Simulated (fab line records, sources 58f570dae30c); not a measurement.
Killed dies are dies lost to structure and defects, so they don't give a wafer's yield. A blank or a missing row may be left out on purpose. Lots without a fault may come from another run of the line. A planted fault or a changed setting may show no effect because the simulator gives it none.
fab line records | flow berkeley_cmos170
record lots=5 wafers=15 last_day=12
route steps=331 shown PWELL@51 WELLDRIVE@55 ACTIVE@60
lots that met no fault: from a run of the same line without faults
start_h: hours from the record's first day to the start of the lot's first wafer shown | wait_h: hours since the lot's step before | " the same as in the row above | L1.1+2: a row that stands for several wafers | - no value, or no start given | * or withheld: withheld | < > ~ a bound
route shown NAME@n: a module of which the file shows steps, and the number in the route of the first | usual: mean/standard deviation of fault-free wafers | same: alike in all rows | chamber/n: place in a boat | sites: the reading at each site | _std_site: their standard deviation | _edge_site: outer sites' mean less inner sites' | radius_mm: how far each site lies from the wafer's centre | mask NAME#n: copy n | behind: the tool/chamber that last shaped the wafer | hold: why the lot was held/for how many hours/how that ended | device: the transistor (n, p or np) that didn't switch | end of line: the same wafers' tests at the end of the route | a step without rows: its recipe alone | killed: dies lost to structure and defects at the first sort, not the wafer's yield | map: a wafer's dies, x killed, . not, _ none there
set.NAME: the setting as run; set.NAME@STEP: as run at that earlier step | model.NAME: the simulator's own value behind a step, which no gauge read
lots at some steps of the route; a table a step, a row a wafer
services: from which hour (start_h, from the record's first day; less than 0 if before it) a tool's chamber was out of use, for how many hours, and why
## steps
# step UCB170_PWELL_TW_MEAS_17
# usual PWELL_TW=380/3.6
# columns lot.wafer tool chamber start_h wait_h PWELL_TW
L074.2 film_metro-01 - 60.16 0.1 386
L074.5 " - " " 385
L074.6 " - " " 385
L079.1 film_metro-01 - 95.43 0.1 385
L079.3 " - " " 384
L079.5 " - " " 386
L083.2 film_metro-02 - 99.06 0.1 379
L083.3 " - " " 379
L083.5 " - " " 377
L090.2 film_metro-04 - 136.98 0.1 379
L090.5 " - " " 379
L090.6 " - " " 377
L091.2 film_metro-01 - 145.83 0.1 385
L091.3 " - " " 386
L091.4 " - " " 385
# step UCB170_PWELL_CLEAN_18
# recipe chemistry=SPM temp_c=120 time_s=600
# usual temp_c=120.00/0.15
# columns lot.wafer tool chamber start_h wait_h temp_c
L074.2 wet_bench-03 3 60.27 0.1 120.07
L074.5 " 3 " " 119.85
L074.6 " 3 " " 120.02
L079.1 wet_bench-01 2 98.15 2.7 120.10
L079.3 " 2 " " 120.23
L079.5 " 2 " " 120.05
L083.2 wet_bench-04 0 100.17 1.1 120.02
L083.3 " 0 " " 120.29
L083.5 " 0 " " 120.12
L090.2 wet_bench-01 2 137.03 0.0 119.96
L090.5 " 2 " " 119.74
L090.6 " 2 " " 119.73
L091.2 wet_bench-04 2 147.96 2.1 120.05
L091.3 " 2 " " 120.09
L091.4 " 2 " " 119.91
# step UCB170_PWELL_WET_ETCH_19
# recipe chemistry=H3PO4 target=Si3N4 temp_c=160 time_s=14400
# usual temp_c=160.01/0.16
# columns lot.wafer tool chamber start_h wait_h temp_c
L074.2 wet_bench-04 1 61.94 1.5 160.05
L074.5 " 1 " " 160.06
L074.6 " 1 " " 160.20
L079.1 wet_bench-01 2 99.30 1.0 159.93
L079.3 " 2 " " 159.68
L079.5 " 2 " " 159.90
L083.2 wet_bench-04 3 100.41 0.1 159.98
L083.3 " 3 " " 159.87
L083.5 " 3 " " 160.02
L090.2 wet_bench-01 0 137.20 0.0 159.86
L090.5 " 0 " " 160.03
L090.6 " 0 " " 159.72
L091.2 wet_bench-04 3 148.82 0.5 160.01
L091.3 " 3 " " 160.04
L091.4 " 3 " " 160.08
# step UCB170_PWELL_WET_ETCH_20
# recipe chemistry=BOE dilution=5:1 target=SiO2 temp_c=25 time_s=22
# usual temp_c=24.98/0.097
# columns lot.wafer tool chamber start_h wait_h temp_c
L074.2 wet_bench-03 0 66.67 0.4 25.03
L074.5 " 0 " " 25.06
L074.6 " 0 " " 24.90
L079.1 wet_bench-01 3 103.49 0.2 25.11
L079.3 " 3 " " 25.13
L079.5 " 3 " " 25.11
L083.2 wet_bench-04 2 104.44 0.0 24.98
L083.3 " 2 " " 25.07
L083.5 " 2 " " 24.93
L090.2 wet_bench-03 0 141.21 0.0 24.83
L090.5 " 0 " " 25.08
L090.6 " 0 " " 24.92
L091.2 wet_bench-03 1 156.83 0.0 24.86
L091.3 " 1 " " 24.92
L091.4 " 1 " " 24.93
# step UCB170_WELLDRIVE_CLEAN_00
# recipe chemistry=SPM temp_c=120 time_s=600
# usual temp_c=119.99/0.16
# columns lot.wafer tool chamber start_h wait_h temp_c
L074.2 wet_bench-04 0 66.96 0.3 119.84
L074.5 " 0 " " 119.91
L074.6 " 0 " " 119.77
L079.1 wet_bench-03 3 103.78 0.3 120.13
L079.3 " 3 " " 120.03
L079.5 " 3 " " 120.10
L083.2 wet_bench-04 1 104.46 0.0 119.89
L083.3 " 1 " " 119.85
L083.5 " 1 " " 119.91
L090.2 wet_bench-01 0 141.22 0.0 120.05
L090.5 " 0 " " 119.76
L090.6 " 0 " " 120.03
L091.2 wet_bench-03 3 156.85 0.0 120.13
L091.3 " 3 " " 120.17
L091.4 " 3 " " 120.22
# step UCB170_WELLDRIVE_OXIDATION_01
# recipe temp_c=1100 ambient=O2 target_thk_a=1990 ox_time_s=9000
# usual spike_tc_load_C=1124/4.3
# columns lot.wafer tool chamber start_h wait_h spike_tc_load_C
L074.2 furnace-04 0 68.82 1.7 1125
L074.5 " 0 " " 1129
L074.6 " 0 " " 1130
L079.1 furnace-04 0 108.08 4.0 1127
L079.3 " 0 " " 1127
L079.5 " 0 " " 1128
L083.2 furnace-04 0 108.08 3.5 1131
L083.3 " 0 " " 1130
L083.5 " 0 " " 1129
L090.2 furnace-04 0 144.57 3.2 1130
L090.5 " 0 " " 1128
L090.6 " 0 " " 1129
L091.2 furnace-02 0 162.21 5.2 1119
L091.3 " 0 " " 1119
L091.4 " 0 " " 1118
# step UCB170_WELLDRIVE_THK_MEAS_02
# recipe reads=SiO2_of_WELLDRIVE_OXIDATION_01
# usual WELLDRIVE_OXIDE_THK=199.7/2.9
# columns lot.wafer tool chamber start_h wait_h WELLDRIVE_OXIDE_THK[nm]
L074.2 film_metro-01 - 72.39 0.1 199.0
L074.5 " - " " 201.9
L074.6 " - " " 202.2
L079.1 film_metro-01 - 111.58 0.0 195.8
L079.3 " - " " 200.9
L079.5 " - " " 198.1
L083.2 film_metro-03 - 111.59 0.0 204.0
L083.3 " - " " 199.9
L083.5 " - " " 201.2
L090.2 film_metro-02 - 148.08 0.0 200.6
L090.5 " - " " 201.4
L090.6 " - " " 202.6
L091.2 film_metro-03 - 165.72 0.0 201.4
L091.3 " - " " 203.2
L091.4 " - " " 200.8
# step UCB170_WELLDRIVE_ANNEAL_03
# recipe temp_c=1100 time_s=900 ambient=N2
# usual spike_tc_load_C=1124/3.8
# columns lot.wafer tool chamber start_h wait_h spike_tc_load_C
L074.2 furnace-01 0 80.89 8.5 1126
L074.5 " 0 " " 1124
L074.6 " 0 " " 1125
L079.1 furnace-02 0 116.04 4.4 1119
L079.3 " 0 " " 1118
L079.5 " 0 " " 1118
L083.2 furnace-02 0 116.04 4.4 1120
L083.3 " 0 " " 1118
L083.5 " 0 " " 1119
L090.2 furnace-04 0 150.82 2.7 1128
L090.5 " 0 " " 1129
L090.6 " 0 " " 1127
L091.2 furnace-04 0 173.15 7.4 1127
L091.3 " 0 " " 1127
L091.4 " 0 " " 1128
# step UCB170_WELLDRIVE_WET_ETCH_04
# recipe chemistry=BOE dilution=5:1 target=SiO2 temp_c=25 time_s=120
# usual temp_c=25.00/0.11
# columns lot.wafer tool chamber start_h wait_h temp_c
L074.2 wet_bench-03 3 82.14 0.0 24.94
L074.5 " 3 " " 24.94
L074.6 " 3 " " 25.09
L079.1 wet_bench-03 2 117.29 0.0 24.89
L079.3 " 2 " " 24.99
L079.5 " 2 " " 24.87
L083.2 wet_bench-03 0 117.29 0.0 25.04
L083.3 " 0 " " 24.84
L083.5 " 0 " " 25.02
L090.2 wet_bench-01 3 153.96 1.9 25.02
L090.5 " 3 " " 25.02
L090.6 " 3 " " 25.08
L091.2 wet_bench-03 0 174.40 0.0 25.05
L091.3 " 0 " " 25.21
L091.4 " 0 " " 25.18
# step UCB170_ACTIVE_CLEAN_00
# recipe chemistry=SPM temp_c=120 time_s=600
# usual temp_c=119.98/0.15
# columns lot.wafer tool chamber start_h wait_h temp_c
L074.2 wet_bench-03 1 82.31 0.1 119.83
L074.5 " 1 " " 120.09
L074.6 " 1 " " 119.83
L079.1 wet_bench-03 3 117.34 0.0 119.86
L079.3 " 3 " " 119.95
L079.5 " 3 " " 120.08
L083.2 wet_bench-03 0 117.34 0.0 120.08
L083.3 " 0 " " 120.03
L083.5 " 0 " " 119.79
L090.2 wet_bench-03 0 156.16 2.2 120.02
L090.5 " 0 " " 120.02
L090.6 " 0 " " 120.01
L091.2 wet_bench-04 0 174.44 0.0 120.00
L091.3 " 0 " " 119.90
L091.4 " 0 " " 120.25
# step UCB170_ACTIVE_CLEAN_01
# recipe chemistry=dHF dilution=25:1 time_s=60
# columns lot.wafer tool chamber start_h wait_h
L074.2+5+6 wet_bench-03 3 83.01 0.3
L079.1+3+5 wet_bench-01 2 117.59 0.1
L083.2+3+5 wet_bench-01 1 117.59 0.1
L090.2+5+6 wet_bench-03 3 156.52 0.2
L091.2+3+4 wet_bench-03 2 174.62 0.0
# step UCB170_ACTIVE_OXIDATION_02
# recipe temp_c=1000 ambient=O2 target_thk_a=264 ox_time_s=1260
# usual spike_tc_load_C=1024/4.1
# columns lot.wafer tool chamber start_h wait_h spike_tc_load_C
L074.2 furnace-04 0 88.30 5.2 1027
L074.5 " 0 " " 1026
L074.6 " 0 " " 1028
L079.1 furnace-04 0 121.08 3.5 1027
L079.3 " 0 " " 1026
L079.5 " 0 " " 1029
L083.2 furnace-04 0 121.08 3.5 1027
L083.3 " 0 " " 1027
L083.5 " 0 " " 1028
L090.2 furnace-04 0 160.85 4.3 1026
L090.5 " 0 " " 1027
L090.6 " 0 " " 1027
L091.2 furnace-02 0 181.56 6.9 1018
L091.3 " 0 " " 1019
L091.4 " 0 " " 1018
# step UCB170_ACTIVE_THK_MEAS_03
# recipe reads=SiO2_of_ACTIVE_OXIDATION_02
# usual ACTIVE_OXIDE_THK=26.4/0.48
# columns lot.wafer tool chamber start_h wait_h ACTIVE_OXIDE_THK[nm]
L074.2 film_metro-01 - 89.66 0.0 26.8
L074.5 " - " " 26.8
L074.6 " - " " 26.4
L079.1 film_metro-01 - 122.43 0.0 26.4
L079.3 " - " " 26.0
L079.5 " - " " 26.4
L083.2 film_metro-03 - 122.44 0.0 26.7
L083.3 " - " " 26.2
L083.5 " - " " 26.3
L090.2 film_metro-01 - 162.21 0.0 26.9
L090.5 " - " " 27.2
L090.6 " - " " 27.0
L091.2 film_metro-04 - 182.92 0.0 27.2
L091.3 " - " " 27.1
L091.4 " - " " 26.9
# step UCB170_ACTIVE_ANNEAL_04
# recipe temp_c=1000 time_s=900 ambient=N2
# usual spike_tc_load_C=1024/3.8
# columns lot.wafer tool chamber start_h wait_h spike_tc_load_C
L074.2 furnace-01 0 92.41 2.7 1024
L074.5 " 0 " " 1024
L074.6 " 0 " " 1024
L079.1 furnace-01 0 122.82 0.4 1023
L079.3 " 0 " " 1025
L079.5 " 0 " " 1024
L083.2 furnace-01 0 122.82 0.4 1025
L083.3 " 0 " " 1024
L083.5 " 0 " " 1024
L090.2 furnace-04 0 170.65 8.4 1026
L090.5 " 0 " " 1027
L090.6 " 0 " " 1028
L091.2 furnace-04 0 188.59 5.7 1028
L091.3 " 0 " " 1027
L091.4 " 0 " " 1028
# step UCB170_ACTIVE_CVD_05
# recipe material=Si3N4 target_thk_nm=220 temp_c=800 precursor=SiH2Cl2/NH3 time_s=3300 pressure_mtorr=200 sih2cl2_flow_sccm=25 nh3_flow_sccm=75
# usual spike_tc_load_C=822.7/2.2
# columns lot.wafer tool chamber start_h wait_h spike_tc_load_C
L074.2 lpcvd-01 0 93.66 0.0 821.3
L074.5 " 0 " " 821.4
L074.6 " 0 " " 822.2
L079.1 lpcvd-01 1 124.07 0.0 822.0
L079.3 " 1 " " 820.7
L079.5 " 1 " " 822.6
L083.2 lpcvd-01 1 124.07 0.0 822.4
L083.3 " 1 " " 821.1
L083.5 " 1 " " 821.2
L090.2 lpcvd-01 0 171.90 0.0 823.6
L090.5 " 0 " " 822.6
L090.6 " 0 " " 821.5
L091.2 lpcvd-01 1 189.84 0.0 822.8
L091.3 " 1 " " 821.8
L091.4 " 1 " " 820.9
# step UCB170_ACTIVE_THK_MEAS_06
# recipe reads=Si3N4_of_ACTIVE_CVD_05
# usual ACTIVE_NITRIDE_THK=219.7/2
# columns lot.wafer tool chamber start_h wait_h ACTIVE_NITRIDE_THK[nm]
L074.2 film_metro-01 - 95.58 0.0 219.1
L074.5 " - " " 216.0
L074.6 " - " " 216.8
L083.2 film_metro-03 - 126.00 0.0 221.3
L083.3 " - " " 219.8
L083.5 " - " " 221.5
L079.1 film_metro-03 - 126.05 0.1 216.4
L079.3 " - " " 218.8
L079.5 " - " " 218.8
L090.2 film_metro-04 - 173.83 0.0 219.2
L090.5 " - " " 220.3
L090.6 " - " " 220.2
L091.2 film_metro-04 - 191.77 0.0 222.5
L091.3 " - " " 222.0
L091.4 " - " " 221.0
# step UCB170_ACTIVE_HMDS_07
# recipe prime_time_s=60 prime_temp_c=100
# usual resist_line_temp_C=23.01/0.1
# columns lot.wafer tool chamber start_h wait_h resist_line_temp_C
L074.2 litho_track-03 0 96.07 0.5 23.19
L074.5 " 0 " " 23.22
L074.6 " 0 " " 22.98
L083.2 litho_track-02 0 126.45 0.4 23.14
L083.3 " 0 " " 23.08
L083.5 " 0 " " 23.11
L079.1 litho_track-03 0 126.83 0.8 22.78
L079.3 " 0 " " 22.88
L079.5 " 0 " " 22.99
L090.2 litho_track-01 0 173.90 0.1 22.95
L090.5 " 0 " " 22.96
L090.6 " 0 " " 22.98
L091.2 litho_track-03 0 192.25 0.5 22.98
L091.3 " 0 " " 22.90
L091.4 " 0 " " 23.08
# step UCB170_ACTIVE_COAT_08
# recipe resist=KrF spin_rpm=1500 resist_thk_nm=900
# usual resist_line_temp_C=23.02/0.12
# columns lot.wafer tool chamber start_h wait_h resist_line_temp_C
L074.2 litho_track-03 0 96.22 0.1 23.03
L074.5 " 0 " " 23.07
L074.6 " 0 " " 23.07
L083.2 litho_track-02 0 126.60 0.1 23.08
L083.3 " 0 " " 23.04
L083.5 " 0 " " 23.22
L079.1 litho_track-03 0 126.98 0.1 23.14
L079.3 " 0 " " 23.00
L079.5 " 0 " " 23.09
L090.2 litho_track-01 0 174.05 0.1 23.03
L090.5 " 0 " " 22.74
L090.6 " 0 " " 22.83
L091.2 litho_track-03 0 192.40 0.1 22.95
L091.3 " 0 " " 22.96
L091.4 " 0 " " 22.88
# step UCB170_ACTIVE_SOFTBAKE_09
# recipe resist=KrF temp_c=130 time_s=60
# usual plate_temp_C=129.99/0.15 resist_line_temp_C=22.98/0.1
# columns lot.wafer tool chamber start_h wait_h plate_temp_C resist_line_temp_C
L074.2 litho_track-03 0 96.37 0.1 130.21 23.06
L074.5 " 0 " " 130.03 23.00
L074.6 " 0 " " 130.01 23.01
L083.2 litho_track-02 0 126.75 0.1 129.83 22.91
L083.3 " 0 " " 129.95 22.84
L083.5 " 0 " " 129.86 22.94
L079.1 litho_track-03 0 127.13 0.1 129.95 23.03
L079.3 " 0 " " 129.69 23.14
L079.5 " 0 " " 129.99 23.11
L090.2 litho_track-01 0 174.20 0.1 129.97 22.95
L090.5 " 0 " " 130.10 22.97
L090.6 " 0 " " 130.26 23.08
L091.2 litho_track-03 0 192.55 0.1 130.13 23.06
L091.3 " 0 " " 130.10 23.08
L091.4 " 0 " " 130.00 22.96
# step UCB170_ACTIVE_EXPOSE_10
# recipe mask_id=ACTIVE target_cd_nm=1200 na=0.5 sigma_outer=0.6 source_shape=conventional dose_mj=20
# columns lot.wafer tool chamber start_h wait_h mask
L074.2+5+6 krf_scanner-01 0 96.51 0.1 ACTIVE#0
L083.2+3+5 krf_scanner-01 0 126.91 0.1 ACTIVE#0
L079.1+3+5 krf_scanner-01 0 127.45 0.3 ACTIVE#0
L090.2+5+6 krf_scanner-02 0 174.47 0.2 ACTIVE#0
L091.2+3+4 krf_scanner-02 0 192.69 0.1 ACTIVE#0
# step UCB170_ACTIVE_PEB_11
# recipe peb_temp_c=130 peb_time_s=withheld resist=KrF
# usual plate_temp_C=129.99/0.12 resist_line_temp_C=22.96/0.1
# columns lot.wafer tool chamber start_h wait_h plate_temp_C resist_line_temp_C
L074.2 litho_track-03 0 96.97 0.4 130.08 23.11
L074.5 " 0 " " 129.88 22.98
L074.6 " 0 " " 129.83 23.03
L083.2 litho_track-01 0 127.52 0.6 129.87 22.94
L083.3 " 0 " " 130.12 23.14
L083.5 " 0 " " 129.91 22.94
L079.1 litho_track-03 0 128.45 1.0 129.97 23.01
L079.3 " 0 " " 130.01 23.14
L079.5 " 0 " " 129.95 22.97
L090.2 litho_track-03 0 174.59 0.1 130.01 22.95
L090.5 " 0 " " 129.95 22.99
L090.6 " 0 " " 129.94 23.04
L091.2 litho_track-02 0 193.28 0.6 130.02 23.05
L091.3 " 0 " " 129.82 23.14
L091.4 " 0 " " 129.99 23.00
# step UCB170_ACTIVE_DEVELOP_12
# recipe developer=TMAH develop_time_s=45 resist=KrF dev_temp_c=21
# usual resist_line_temp_C=23.02/0.1
# columns lot.wafer tool chamber start_h wait_h resist_line_temp_C
L074.2 litho_track-03 0 - - 23.09
L074.5 " 0 " " 23.15
L074.6 " 0 " " 23.05
L083.2 litho_track-01 0 - - 22.92
L083.3 " 0 " " 23.02
L083.5 " 0 " " 23.07
L079.1 litho_track-03 0 - - 23.08
L079.3 " 0 " " 23.13
L079.5 " 0 " " 23.00
L090.2 litho_track-03 0 - - 23.05
L090.5 " 0 " " 22.94
L090.6 " 0 " " 22.94
L091.2 litho_track-02 0 - - 23.06
L091.3 " 0 " " 23.06
L091.4 " 0 " " 22.86
# step UCB170_ACTIVE_CD_MEAS_13
# recipe target_cd_nm=1200
# usual cd_nm=1199.6/1.6
# columns lot.wafer tool chamber start_h wait_h cd_nm
L074.2 cd_sem-01 - 97.26 - 1201.2
L074.5 " - " " 1200.7
L074.6 " - " " 1201.2
L083.2 cd_sem-02 - 127.79 - 1200.2
L083.3 " - " " 1200.1
L083.5 " - " " 1200.2
L079.1 cd_sem-01 - 128.73 - 1200.8
L079.3 " - " " 1201.6
L079.5 " - " " 1200.4
L090.2 cd_sem-01 - 174.86 - 1202.7
L090.5 " - " " 1202.2
L090.6 " - " " 1201.3
L091.2 cd_sem-01 - 193.62 - 1201.4
L091.3 " - " " 1199.2
L091.4 " - " " 1199.7
# step UCB170_ACTIVE_OVL_MEAS_14
# usual ACTIVE_OVL=-4/6.5
# columns lot.wafer tool chamber start_h wait_h ACTIVE_OVL[nm]
L074.2 overlay-01 - 97.37 0.1 2
L074.5 " - " " 6
L074.6 " - " " 4
L083.2 overlay-02 - 127.90 0.1 -4
L083.3 " - " " -16
L083.5 " - " " -14
L079.1 overlay-01 - 128.85 0.1 -1
L079.3 " - " " -1
L079.5 " - " " -3
L090.2 overlay-02 - 174.97 0.1 4
L090.5 " - " " -7
L090.6 " - " " -9
L091.2 overlay-01 - 193.73 0.1 -18
L091.3 " - " " -10
L091.4 " - " " -3
# step UCB170_ACTIVE_ETCH_15
# recipe chemistry=CH3F/Ar/O2 target=Si3N4 stop_on=SiO2 CH3F_flow_sccm=20 Ar_flow_sccm=50 O2_flow_sccm=7 pressure_mtorr=50 rf_w=450 target_depth_a=2420 over_etch_frac=0.1 time_s=151
# usual CH3F_flow_sccm=20.00/0.056 O2_flow_sccm=7.002/0.022 drypump_motor_current_A=5.6/0.55 oes_product_au=0.944/0.014 throttle_valve_pct=8.06/0.13
# columns lot.wafer tool chamber start_h wait_h CH3F_flow_sccm O2_flow_sccm drypump_motor_current_A oes_product_au rf_hours_counter_h throttle_valve_pct
L074.2 rie_diel-02 0 97.40 0.0 19.95 6.963 5.3 0.947 6 7.98
L074.5 " 0 " " 19.97 6.959 5.3 0.933 - 8.01
L074.6 " 3 " " 19.94 6.967 5.1 0.957 - 8.12
L083.2 rie_diel-04 0 127.93 0.0 19.93 7.012 5.1 0.969 12 8.11
L083.3 " 2 " " 19.97 6.979 5.3 0.929 120 8.26
L083.5 " 1 " " 19.99 6.985 6.6 0.949 - 8.02
L079.1 rie_diel-04 0 128.89 0.0 20.00 7.012 5.1 0.953 13 8.10
L079.3 " 3 " " 20.03 7.011 5.5 0.946 88 7.89
L079.5 " 2 " " 20.00 7.040 5.3 0.924 - 8.24
L090.2 rie_diel-04 0 175.00 0.0 19.94 6.996 5.1 0.953 15 8.11
L090.5 " 1 " " 20.03 7.008 6.6 0.928 - 8.00
L090.6 " 2 " " 20.10 7.004 5.4 0.936 - 8.26
L091.2 rie_diel-01 1 193.76 0.0 20.06 6.988 4.8 0.976 1 7.86
L091.3 " 3 " " 19.99 6.994 5.1 0.962 57 8.20
L091.4 " 0 " " 20.08 7.051 6.4 0.921 141 7.93
# step UCB170_ACTIVE_STRIP_16
# recipe chemistry=O2 power_w=400 pressure_mtorr=3500 platen_temp_c=withheld o2_flow_sccm=400 overash_fraction=0.5
# usual drypump_motor_current_A=5.4/0.4 oes_product_au=0.721/0.0046 strip_time_to_endpoint_s=18.10/0.093
# columns lot.wafer tool chamber start_h wait_h drypump_motor_current_A oes_product_au rf_hours_counter_h strip_time_to_endpoint_s
L074.2 plasma_asher-04 0 97.50 0.1 5.1 0.725 33 18.08
L074.5 " 0 " " 5.1 0.722 - 18.11
L074.6 " 1 " " 6.0 0.723 - 18.03
L083.2 plasma_asher-03 1 128.03 0.1 5.7 0.717 33 18.00
L083.3 " 0 " " 4.9 0.721 - 18.07
L083.5 " 0 " " 4.9 0.730 - 18.10
L079.1 plasma_asher-02 1 128.99 0.1 5.0 0.720 38 17.96
L079.3 " 1 " " 5.0 0.722 - 18.12
L079.5 " 0 " " 5.4 0.722 - 18.09
L090.2 plasma_asher-04 0 175.10 0.1 5.1 0.723 43 17.92
L090.5 " 0 " " 5.1 0.721 - 18.06
L090.6 " 1 " " 6.0 0.719 - 18.08
L091.2 plasma_asher-04 1 193.86 0.1 5.9 0.727 45 18.24
L091.3 " 0 " " 5.1 0.722 - 18.13
L091.4 " 1 " " 5.9 0.720 - 18.06
# step UCB170_ACTIVE_CD_MEAS_90
# recipe target_cd_nm=1200
# usual cd_nm=1199.6/1.7
# columns lot.wafer tool chamber start_h wait_h cd_nm
L074.2 cd_sem-01 - 97.74 0.2 1201.2
L074.5 " - " " 1201.0
L074.6 " - " " 1201.1
L083.2 cd_sem-02 - 128.15 0.1 1200.0
L083.3 " - " " 1200.3
L083.5 " - " " 1199.7
L079.1 cd_sem-02 - 129.09 0.1 1200.8
L079.3 " - " " 1201.8
L079.5 " - " " 1200.6
L090.2 cd_sem-01 - 175.38 0.2 1202.6
L090.5 " - " " 1201.8
L090.6 " - " " 1201.8
L091.2 cd_sem-01 - 193.98 0.1 1201.6
L091.3 " - " " 1199.0
L091.4 " - " " 1199.5
# step UCB170_ACTIVE_CLEAN_17
# recipe chemistry=SPM temp_c=120 time_s=600
# usual temp_c=120.00/0.15
# columns lot.wafer tool chamber start_h wait_h temp_c
L074.2 wet_bench-01 3 98.85 1.1 120.00
L074.5 " 3 " " 120.13
L074.6 " 3 " " 119.83
L083.2 wet_bench-03 2 128.25 0.1 120.28
L083.3 " 2 " " 120.14
L083.5 " 2 " " 120.22
L079.1 wet_bench-03 2 129.32 0.2 120.00
L079.3 " 2 " " 119.94
L079.5 " 2 " " 120.10
L090.2 wet_bench-04 3 175.48 0.1 119.98
L090.5 " 3 " " 119.98
L090.6 " 3 " " 119.97
L091.2 wet_bench-03 0 196.93 2.9 119.89
L091.3 " 0 " " 120.14
L091.4 " 0 " " 119.98
## services
# columns tool chamber start_h hours kind
furnace-01 - 36.32 2.4 pm
krf_scanner-01 - 54.47 0.7 repair
plasma_asher-02 - 59.71 1.2 repair
rie_diel-02 1 65.10 34.9 repair
rie_diel-04 3 69.13 9.5 repair
furnace-04 - 72.32 5.7 pm
krf_scanner-02 - 73.15 7.2 pm
furnace-02 - 74.73 9.5 pm
furnace-04 - 78.05 3.4 pm
furnace-02 - 84.27 3.2 pm
rie_diel-04 3 85.34 10.5 repair
krf_scanner-02 - 86.18 57.6 repair
krf_scanner-02 - 99.57 0.4 repair
krf_scanner-02 - 143.74 1.0 pm
krf_scanner-01 - 144.80 0.8 pm
rie_diel-04 2 145.12 15.6 repair
krf_scanner-01 - 145.55 1.3 pm
krf_scanner-01 - 146.85 1.0 pm
krf_scanner-02 - 153.05 1.3 pm
furnace-01 - 160.47 17.0 pm
krf_scanner-01 - 160.61 0.8 repair
krf_scanner-02 - 170.95 0.8 pm
lpcvd-01 - 177.79 0.7 repair
krf_scanner-02 - 183.37 0.7 repair
## key
fault none
